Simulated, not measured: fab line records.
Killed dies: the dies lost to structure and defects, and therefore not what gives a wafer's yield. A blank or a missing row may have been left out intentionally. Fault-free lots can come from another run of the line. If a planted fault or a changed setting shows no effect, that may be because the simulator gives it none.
Split-lot trial :: flow ritCmos :: 5 lots, 23 wafers read, on a route of 202 steps

THE SPLIT
At RIT_ACTIVE_COAT_06 (resist thk 1000 nm), the setting resistThkNm was moved away from the recipe's 1000 nm on 4 of the 23 wafers read, by -5.7% to +3.9%. The other wafers ran this setting at the recipe's value.

FROM THE SPLIT TO THE READING: what the file shows between them, 2 steps
- RIT_ACTIVE_DEVELOP_10: develop time 50 s (also split here: developTimeS)
- RIT_ACTIVE_HARDBAKE_12: time 60 s

THE READING
NOVOLAK_of_ACTIVE_COAT_06.thkNm (the simulator's own value, which no gauge read), in nm, at RIT_ACTIVE_ETCH_13 (etches Si3N4 in SF6, stops on SiO2, time 210 s, target depth 210 nm). The file does not state a usual value for it. Across the 19 wafers here that went through the recipe, the average is 652.7 nm and the standard deviation 6.5 nm.

wafer: L074.1
tool, chamber at the split: lithoTrack-01, 0
resistThkNm as run, nm: 1000
against the recipe: recipe
NOVOLAK_of_ACTIVE_COAT_06.thkNm, nm: 648.5
against lot-mates on the recipe: -

wafer: L074.2
tool, chamber at the split: lithoTrack-01, 0
resistThkNm as run, nm: 1000
against the recipe: recipe
NOVOLAK_of_ACTIVE_COAT_06.thkNm, nm: 649.3
against lot-mates on the recipe: -

wafer: L074.3
tool, chamber at the split: lithoTrack-01, 0
resistThkNm as run, nm: 1000
against the recipe: recipe
NOVOLAK_of_ACTIVE_COAT_06.thkNm, nm: 665.9
against lot-mates on the recipe: -

wafer: L074.5
tool, chamber at the split: lithoTrack-01, 0
resistThkNm as run, nm: 1000
against the recipe: recipe
NOVOLAK_of_ACTIVE_COAT_06.thkNm, nm: 666.9
against lot-mates on the recipe: -

wafer: L074.6
tool, chamber at the split: lithoTrack-01, 0
resistThkNm as run, nm: 1000
against the recipe: recipe
NOVOLAK_of_ACTIVE_COAT_06.thkNm, nm: 653.7
against lot-mates on the recipe: -

wafer: L075.1
tool, chamber at the split: lithoTrack-01, 0
resistThkNm as run, nm: 1000
against the recipe: recipe
NOVOLAK_of_ACTIVE_COAT_06.thkNm, nm: 651.3
against lot-mates on the recipe: -

wafer: L075.2
tool, chamber at the split: lithoTrack-01, 0
resistThkNm as run, nm: 943.2
against the recipe: -5.7%
NOVOLAK_of_ACTIVE_COAT_06.thkNm, nm: 603.7
against lot-mates on the recipe: -48.6

wafer: L075.4
tool, chamber at the split: lithoTrack-01, 0
resistThkNm as run, nm: 1000
against the recipe: recipe
NOVOLAK_of_ACTIVE_COAT_06.thkNm, nm: 654.6
against lot-mates on the recipe: -

wafer: L075.5
tool, chamber at the split: lithoTrack-01, 0
resistThkNm as run, nm: 943.2
against the recipe: -5.7%
NOVOLAK_of_ACTIVE_COAT_06.thkNm, nm: 592.5
against lot-mates on the recipe: -59.8

wafer: L075.6
tool, chamber at the split: lithoTrack-01, 0
resistThkNm as run, nm: 1000
against the recipe: recipe
NOVOLAK_of_ACTIVE_COAT_06.thkNm, nm: 651.1
against lot-mates on the recipe: -

wafer: L076.2
tool, chamber at the split: lithoTrack-01, 0
resistThkNm as run, nm: 1000
against the recipe: recipe
NOVOLAK_of_ACTIVE_COAT_06.thkNm, nm: 646.2
against lot-mates on the recipe: -

wafer: L076.3
tool, chamber at the split: lithoTrack-01, 0
resistThkNm as run, nm: 1000
against the recipe: recipe
NOVOLAK_of_ACTIVE_COAT_06.thkNm, nm: 650.8
against lot-mates on the recipe: -

wafer: L076.4
tool, chamber at the split: lithoTrack-01, 0
resistThkNm as run, nm: 1000
against the recipe: recipe
NOVOLAK_of_ACTIVE_COAT_06.thkNm, nm: 649.5
against lot-mates on the recipe: -

wafer: L076.5
tool, chamber at the split: lithoTrack-01, 0
resistThkNm as run, nm: 1000
against the recipe: recipe
NOVOLAK_of_ACTIVE_COAT_06.thkNm, nm: 643.5
against lot-mates on the recipe: -

wafer: L076.6
tool, chamber at the split: lithoTrack-01, 0
resistThkNm as run, nm: 1000
against the recipe: recipe
NOVOLAK_of_ACTIVE_COAT_06.thkNm, nm: 656.5
against lot-mates on the recipe: -

wafer: L080.1
tool, chamber at the split: lithoTrack-01, 0
resistThkNm as run, nm: 1000
against the recipe: recipe
NOVOLAK_of_ACTIVE_COAT_06.thkNm, nm: 661.7
against lot-mates on the recipe: -

wafer: L080.3
tool, chamber at the split: lithoTrack-01, 0
resistThkNm as run, nm: 1000
against the recipe: recipe
NOVOLAK_of_ACTIVE_COAT_06.thkNm, nm: 645.9
against lot-mates on the recipe: -

wafer: L080.4
tool, chamber at the split: lithoTrack-01, 0
resistThkNm as run, nm: 1039
against the recipe: +3.9%
NOVOLAK_of_ACTIVE_COAT_06.thkNm, nm: 684.9
against lot-mates on the recipe: +33.6

wafer: L080.5
tool, chamber at the split: lithoTrack-01, 0
resistThkNm as run, nm: 1000
against the recipe: recipe
NOVOLAK_of_ACTIVE_COAT_06.thkNm, nm: 646.4
against lot-mates on the recipe: -

wafer: L080.6
tool, chamber at the split: lithoTrack-01, 0
resistThkNm as run, nm: 1039
against the recipe: +3.9%
NOVOLAK_of_ACTIVE_COAT_06.thkNm, nm: 686.5
against lot-mates on the recipe: +35.2

wafer: L081.2
tool, chamber at the split: lithoTrack-03, 0
resistThkNm as run, nm: 1000
against the recipe: recipe
NOVOLAK_of_ACTIVE_COAT_06.thkNm, nm: 646.4
against lot-mates on the recipe: -

wafer: L081.3
tool, chamber at the split: lithoTrack-03, 0
resistThkNm as run, nm: 1000
against the recipe: recipe
NOVOLAK_of_ACTIVE_COAT_06.thkNm, nm: 656.8
against lot-mates on the recipe: -

wafer: L081.5
tool, chamber at the split: lithoTrack-03, 0
resistThkNm as run, nm: 1000
against the recipe: recipe
NOVOLAK_of_ACTIVE_COAT_06.thkNm, nm: 656
against lot-mates on the recipe: -

FIT RESULTS
A straight line over all 23 wafers: NOVOLAK_of_ACTIVE_COAT_06.thkNm changes by +9.23 nm for each +1% of resistThkNm; r = +0.95; the points scatter about the line by 6.5 nm.
The same after taking each lot's own level away (the mean of its wafers on the recipe; 23 wafers): +9.3 nm for each +1%; r = +0.96; scatter 5.9 nm.
On that fit, the largest move of resistThkNm shifts the reading by 53 nm.
The lots' own levels span 649.30 to 656.86 nm, that is 1.2 times the standard deviation above.
Consequently the slope shifts little with the lot-to-lot level, the two slopes agreeing.
Check: -55.7 nm against its lot-mates is what the line predicts for one of the wafers moved furthest among these (-5.7%) when that wafer is left out of the fit. Against them it came out at -48.6 nm.

THE OTHER SPLITS THESE WAFERS WENT THROUGH
Note: prior to the reading, these wafers also went through further splits. Each is held against what the fit with the lots' levels taken away leaves over:
other split on the same wafers: RIT_ACTIVE_DEVELOP_10 developTimeS
wafers away from the commonest value: 8
r with NOVOLAK_of_ACTIVE_COAT_06.thkNm (lot level and that fit taken away): -0.01

THE WHOLE CHAIN: every reading that the file lists as answering this split, in the file's order
step: RIT_ACTIVE_COAT_06
what it does: resist thk 1000 nm
reading: NOVOLAK_of_ACTIVE_COAT_06.thkNm (the simulator's own value, which no gauge read)
change (the file's fit): +10.1 nm for each +1% of the setting
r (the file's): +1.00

step: RIT_ACTIVE_HARDBAKE_12
what it does: time 60 s
reading: NOVOLAK_of_ACTIVE_COAT_06.thkNm (the simulator's own value, which no gauge read)
change (the file's fit): +8.83 nm for each +1% of the setting
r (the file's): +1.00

step: RIT_ACTIVE_ETCH_13
what it does: etches Si3N4 in SF6, stops on SiO2, time 210 s, target depth 210 nm
reading: NOVOLAK_of_ACTIVE_COAT_06.thkNm (the simulator's own value, which no gauge read)
change (the file's fit): +9.32 nm for each +1% of the setting
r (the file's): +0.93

FILE'S OWN FIT
NOVOLAK_of_ACTIVE_COAT_06.thkNm changes by +9.32 nm for each +1% of resistThkNm, r = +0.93.
